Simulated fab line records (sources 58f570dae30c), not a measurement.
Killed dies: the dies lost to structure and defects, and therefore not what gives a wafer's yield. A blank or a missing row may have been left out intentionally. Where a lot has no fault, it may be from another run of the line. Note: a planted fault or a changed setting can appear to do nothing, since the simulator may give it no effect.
Which tool was responsible? -- flow berkeley-cmos170 -- Sampling: 14 lots, 42 wafers, 5 of 331 route steps

== WHAT EACH GAUGE READ, for each wafer ==
UCB170_M1_RS_MEAS_01: measurement is done with a four-point probe.
lot,measured,on,M1_AL_RS (ohm/sq)
L937,day 6 19:42,film-metro-01,0.0479 0.0482 0.0480
L939,day 6 19:53,film-metro-03,0.0492 0.0495 0.0490
L941,day 7 12:13,film-metro-03,0.0487 0.0485 0.0488
L940,day 7 13:40,film-metro-04,0.0494 0.0492 0.0489
L942,day 8 02:10,film-metro-01,0.0487 0.0482 0.0482
L943,day 8 02:10,film-metro-03,0.0485 0.0488 0.0484
L945,day 9 03:41,film-metro-03,0.0484 0.0480 0.0485
L947,day 9 03:58,film-metro-04,0.0493 0.0496 0.0499
L948,day 9 11:50,film-metro-03,0.0492 0.0490 0.0486
L952,day 9 18:05,film-metro-04,0.0479 0.0479 0.0479
L950,day 9 22:16,film-metro-03,0.0482 0.0482 0.0478
L951,day 9 22:45,film-metro-01,0.0487 0.0493 0.0484
L955,day 10 16:24,film-metro-03,0.0492 0.0487 0.0485
L959,day 11 17:02,film-metro-04,0.0487 0.0491 0.0495

UCB170_V1_THK_MEAS_01.
lot,measured,on,V1_TEOS_THK (nm)
L937,day 7 03:42,film-metro-03,1968 2007 2003
L939,day 7 03:42,film-metro-01,1957 1972 1992
L941,day 7 19:58,film-metro-01,1989 1997 2016
L940,day 7 19:59,film-metro-02,1953 1982 1999
L942,day 8 10:23,film-metro-03,1994 1975 2035
L943,day 8 10:23,film-metro-01,2026 2033 2004
L945,day 9 08:11,film-metro-01,1989 2009 2039
L947,day 9 08:11,film-metro-02,1965 1977 2028
L948,day 9 17:25,film-metro-03,1978 2008 2025
L952,day 10 01:20,film-metro-01,1970 1994 1993
L950,day 10 08:52,film-metro-01,1983 1994 1978
L951,day 10 08:53,film-metro-02,2017 2009 2016
L955,day 10 21:29,film-metro-02,1980 2000 2044
L959,day 12 00:44,film-metro-01,1996 1961 2002

UCB170_V1_CD_MEAS_12: target cd 700 nm.
lot,measured,on,cd-nm (nm)
L937,day 7 05:38,cd-sem-02,699.0 699.1 699.0
L939,day 7 05:38,cd-sem-01,699.5 701.3 700.8
L941,day 7 21:32,cd-sem-02,700.1 700.5 699.1
L940,day 7 21:47,cd-sem-01,698.6 700.1 698.6
L942,day 8 11:57,cd-sem-02,700.3 699.5 700.9
L943,day 8 12:11,cd-sem-01,699.4 699.5 698.5
L945,day 9 12:44,cd-sem-01,698.6 698.4 698.7
L947,day 9 13:00,cd-sem-01,700.4 699.8 700.5
L948,day 9 20:02,cd-sem-01,699.9 698.9 699.5
L952,day 10 02:54,cd-sem-02,701.4 701.5 700.8
L950,day 10 10:38,cd-sem-02,700.5 699.8 699.3
L951,day 10 11:34,cd-sem-02,692.3 691.4 693.1 691.6 691.5 692.6
L955,day 10 23:20,cd-sem-02,692.6 693.9 692.1 692.7 693.4 692.6
L959,day 12 05:16,cd-sem-02,698.9 699.6 698.1

== EACH LOT AND THE TOOL THAT RAN IT (in order: tool; ch and the chambers of the sampled wafers; start) ==
lot,UCB170_V1_CMP_02,UCB170_V1_COAT_07
L937,"cmp-01 ch 1,2, day 7 03:48","litho-track-02 ch 0, day 7 04:37"
L939,"cmp-02 ch 0,2, day 7 03:45","litho-track-03 ch 0, day 7 04:37"
L941,"cmp-01 ch 0,2,3, day 7 20:02","litho-track-03 ch 0, day 7 20:50"
L940,"cmp-02 ch 1,2,3, day 7 20:12","litho-track-02 ch 0, day 7 20:56"
L942,"cmp-01 ch 0,2,3, day 8 10:27","litho-track-01 ch 0, day 8 11:16"
L943,"cmp-02 ch 0,1,2, day 8 10:27","litho-track-02 ch 0, day 8 11:16"
L945,"cmp-01 ch 0,2,3, day 9 08:38","litho-track-01 ch 0, day 9 11:49"
L947,"cmp-02 ch 2,3, day 9 08:14","litho-track-02 ch 0, day 9 11:49"
L948,"cmp-01 ch 0,1,3, day 9 17:29","litho-track-01 ch 0, day 9 18:39"
L952,"cmp-01 ch 1,2,3, day 10 01:24","litho-track-01 ch 0, day 10 02:12"
L950,"cmp-02 ch 0,2,3, day 10 08:56","litho-track-03 ch 0, day 10 09:47"
L951,"cmp-02 ch 0,1, day 10 09:32","litho-track-02 ch 0, day 10 10:29"
L955,"cmp-01 ch 1,2, day 10 21:32","litho-track-02 ch 0, day 10 22:30"
L959,"cmp-01 ch 0,2,3, day 12 00:47","litho-track-01 ch 0, day 12 04:28"
- UCB170_V1_CMP_02: polishes SiO2.
- UCB170_V1_COAT_07: resist thk 900 nm.

== AS READ BY THE TOOLS THEMSELVES (means over the sampled wafers that have a number; for cases with no such wafer, the mark the record gives instead) ==
UCB170_V1_CMP_02.
lot,tool,motor-current-A (A),platen-rpm (rpm)
L937,cmp-01,16.7,59.98
L939,cmp-02,18.5,59.98
L941,cmp-01,16.3,60.06
L940,cmp-02,16.6,60.07
L942,cmp-01,16.5,60.02
L943,cmp-02,17.1,60.03
L945,cmp-01,16.4,59.95
L947,cmp-02,17.9,60.01
L948,cmp-01,15.8,60.00
L952,cmp-01,15.9,60.03
L950,cmp-02,17.3,59.94
L951,cmp-02,15.1,60.02
L955,cmp-01,16.9,59.97
L959,cmp-01,16.8,59.97

UCB170_V1_COAT_07.
lot,tool,spin-speed-rpm (rpm)
L937,litho-track-02,1499.9
L939,litho-track-03,1499.6
L941,litho-track-03,1499.5
L940,litho-track-02,1499.6
L942,litho-track-01,1500.6
L943,litho-track-02,1500.1
L945,litho-track-01,1499.8
L947,litho-track-02,1500.5
L948,litho-track-01,1499.2
L952,litho-track-01,1500.0
L950,litho-track-03,1500.1
L951,litho-track-02,1092.9
L955,litho-track-02,1093.6
L959,litho-track-01,1500.4

== THE ANSWER, worked out from the rows above alone ==
Rule: what is usual is taken from the lots themselves. The widest of any qualifying gaps counts: lots, ordered by their means at a reading, are off when they make up no more than a third of the lots, leave a main group of 4 or more, and stand apart from it by 3 or more times the standard deviation of that group's means. The tables above print the reading to a certain number of digits; a main group whose means all agree to those digits is not used. Also off: a lot with no number at a reading for which 4 or more lots have one. Where the step has rows for the other lots, those lots are counted as sound. The gauges are gone through in route order, then the tools' own readings, and for those a lot's mean is taken as printed above. The first step at which some lot is off is used, and at that step the reading that is off furthest; a lot without a number counts as furthest.
Off, at UCB170_V1_CD_MEAS_12 on cd-nm: L951, L955. For the main group the mean is 699.7 nm and the standard deviation 0.76.
If a tool, at a process step before that reading, ran all the lots that are off and no sound lot after the first of them, it fits. The gauges at UCB170_V1_CD_MEAS_12 aren't tried: what is off there is off at UCB170_V1_COAT_07 too, on other tools, and a gauge's error can't cause that. One candidate fits, namely litho-track-02 at UCB170_V1_COAT_07. A fault onset in the window from L947 (day 9 11:49, its last sound lot) to L951 (day 10 10:29, its first lot off) fits.
On the lots that are off, the tool's own readings at UCB170_V1_COAT_07 differ by more than 5 times the standard deviation of the sound lots' means, which bears it out; spin-speed-rpm reads 1093.2 rpm there versus 1499.9 rpm on the sound lots.

== WHAT THE SIMULATOR HAD PUT IN ==
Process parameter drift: litho-track-02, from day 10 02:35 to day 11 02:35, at UCB170_V1_COAT_07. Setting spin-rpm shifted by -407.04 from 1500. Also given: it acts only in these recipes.
Struck lots among those shown: L951, L955. The rule above found the same.
